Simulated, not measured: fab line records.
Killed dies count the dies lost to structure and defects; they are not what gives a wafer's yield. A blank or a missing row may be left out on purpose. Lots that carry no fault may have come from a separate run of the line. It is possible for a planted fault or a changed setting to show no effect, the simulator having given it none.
Tool commonality check    flow berkeley-cmos170    14 lots and 42 wafers in the sample

REASON FOR OPENING
2 of 14 lots carry a flag on the reading V2_TEOS_THK at UCB170_V2_THK_MEAS_01. No-fault wafers: 2004 nm, standard deviation 26.
Rule: a lot gets a flag if all its wafers with a number sit over 4 standard deviations from that mean, or if no wafer of it has a number. The rest of the lots are taken to be sound.

lot   measured      on             V2_TEOS_THK (nm), wafer by wafer  flag
L942  day 8 17:56   film-metro-01  2009 2030 2026                    
L943  day 8 18:55   film-metro-01  1993 2040 2046                    
L945  day 9 01:03   film-metro-04  1971 1996 1980                    
L944  day 9 02:40   film-metro-02  2025 2043 2022                    
L948  day 9 20:03   film-metro-04  1979 2035 2018                    
L949  day 9 21:26   film-metro-02  1964 1997 2039                    
L950  day 10 07:43  film-metro-02  2697 2697 2736                    FLAGGED
L951  day 10 09:36  film-metro-04  2718 2711 2770                    FLAGGED
L958  day 11 18:14  film-metro-04  1993 2044 2015                    
L960  day 12 09:05  film-metro-01  1955 2005 1998                    
L959  day 12 09:14  film-metro-02  1971 1993 2007                    
L963  day 13 00:25  film-metro-04  2002 1971 1978                    
L962  day 13 01:01  film-metro-04  2055 1994 2043                    
L964  day 13 15:40  film-metro-01  2014 2033 2031                    
Average over the flagged lots: 2722 nm; offset from the usual +718 nm, equal to +28 standard deviations.

WHICH TOOL EACH LOT WENT THROUGH
2 process steps preceding the reading are held in the record, out of 331 steps in the route. Every cell lists first the tool, next ch and the chambers used by the sampled wafers, and last the start.
lot   flag     UCB170_V1_CVD_00                 UCB170_V2_CVD_00
L942           pecvd-01 ch 0,1, day 8 11:22     pecvd-02 ch 1,2, day 8 17:47
L943           pecvd-03 ch 1,2, day 8 12:42     pecvd-04 ch 1,2, day 8 18:45
L945           pecvd-01 ch 0,1,2, day 8 19:11   pecvd-04 ch 0,1,2, day 9 00:53
L944           pecvd-03 ch 1,2, day 8 20:31     pecvd-04 ch 1,2, day 9 02:31
L948           pecvd-02 ch 0,1,2, day 9 14:35   pecvd-02 ch 0,2, day 9 19:53
L949           pecvd-03 ch 0,2, day 9 15:55     pecvd-04 ch 0,1,2, day 9 21:17
L950  FLAGGED  pecvd-01 ch 0,2, day 9 23:20     pecvd-04 ch 0,1, day 10 07:34
L951  FLAGGED  pecvd-01 ch 1,2, day 10 03:20    pecvd-04 ch 1,2, day 10 09:26
L958           pecvd-03 ch 1,2, day 11 11:53    pecvd-02 ch 1,2, day 11 18:05
L960           pecvd-01 ch 0,1,2, day 12 02:02  pecvd-02 ch 0,2, day 12 08:54
L959           pecvd-02 ch 0,1,2, day 12 03:23  pecvd-03 ch 1,2, day 12 09:05
L963           pecvd-03 ch 0,1,2, day 12 18:59  pecvd-02 ch 0,1,2, day 13 00:16
L962           pecvd-01 ch 0,1, day 12 18:59    pecvd-03 ch 0,2, day 13 00:52
L964           pecvd-02 ch 0,1, day 13 07:37    pecvd-04 ch 0,1,2, day 13 15:30
What the steps here do:
- UCB170_V1_CVD_00: deposits SiO2 from TEOS/O2, target thk 2000 nm, time 250 s.
- UCB170_V2_CVD_00: deposits SiO2 from TEOS/O2, target thk 2000 nm, time 250 s.
- UCB170_V2_THK_MEAS_01

FLAGGED AGAINST TOTAL, ONE TOOL AT A TIME (gauges that did the reading follow at the end)
step                   tool           lots run  flagged  share of the flagged lots  sound lots run after its first flagged lot
UCB170_V1_CVD_00       pecvd-01       6         2        all                        2 (L960,L962)
UCB170_V1_CVD_00       pecvd-02       3         0        none                       -
UCB170_V1_CVD_00       pecvd-03       5         0        none                       -
UCB170_V2_CVD_00       pecvd-02       5         0        none                       -
UCB170_V2_CVD_00       pecvd-03       2         0        none                       -
UCB170_V2_CVD_00       pecvd-04       7         2        all                        1 (L964)
UCB170_V2_THK_MEAS_01  film-metro-01  4         0        none                       -
UCB170_V2_THK_MEAS_01  film-metro-02  4         1        some                       1 (L959)
UCB170_V2_THK_MEAS_01  film-metro-04  6         1        some                       3 (L958,L963,L962)

THE TABLE: WHAT IT ALLOWS
Table rows that saw every flagged lot: 2, namely pecvd-01 at UCB170_V1_CVD_00 and pecvd-04 at UCB170_V2_CVD_00.
- pecvd-01 at UCB170_V1_CVD_00 ran 6 lots, 2 of them flagged. Sound lots ran on it after the first flagged one (L960, L962), which a lasting fault on the whole tool wouldn't allow.
- pecvd-04 at UCB170_V2_CVD_00 ran 7 lots, 2 of them flagged. Sound lots ran on it after the first flagged one (L964), which a lasting fault on the whole tool wouldn't allow.
Every row of the table either missed a flagged lot or ran a sound lot after the first.

WHAT WAS PUT IN BY THE SIMULATOR
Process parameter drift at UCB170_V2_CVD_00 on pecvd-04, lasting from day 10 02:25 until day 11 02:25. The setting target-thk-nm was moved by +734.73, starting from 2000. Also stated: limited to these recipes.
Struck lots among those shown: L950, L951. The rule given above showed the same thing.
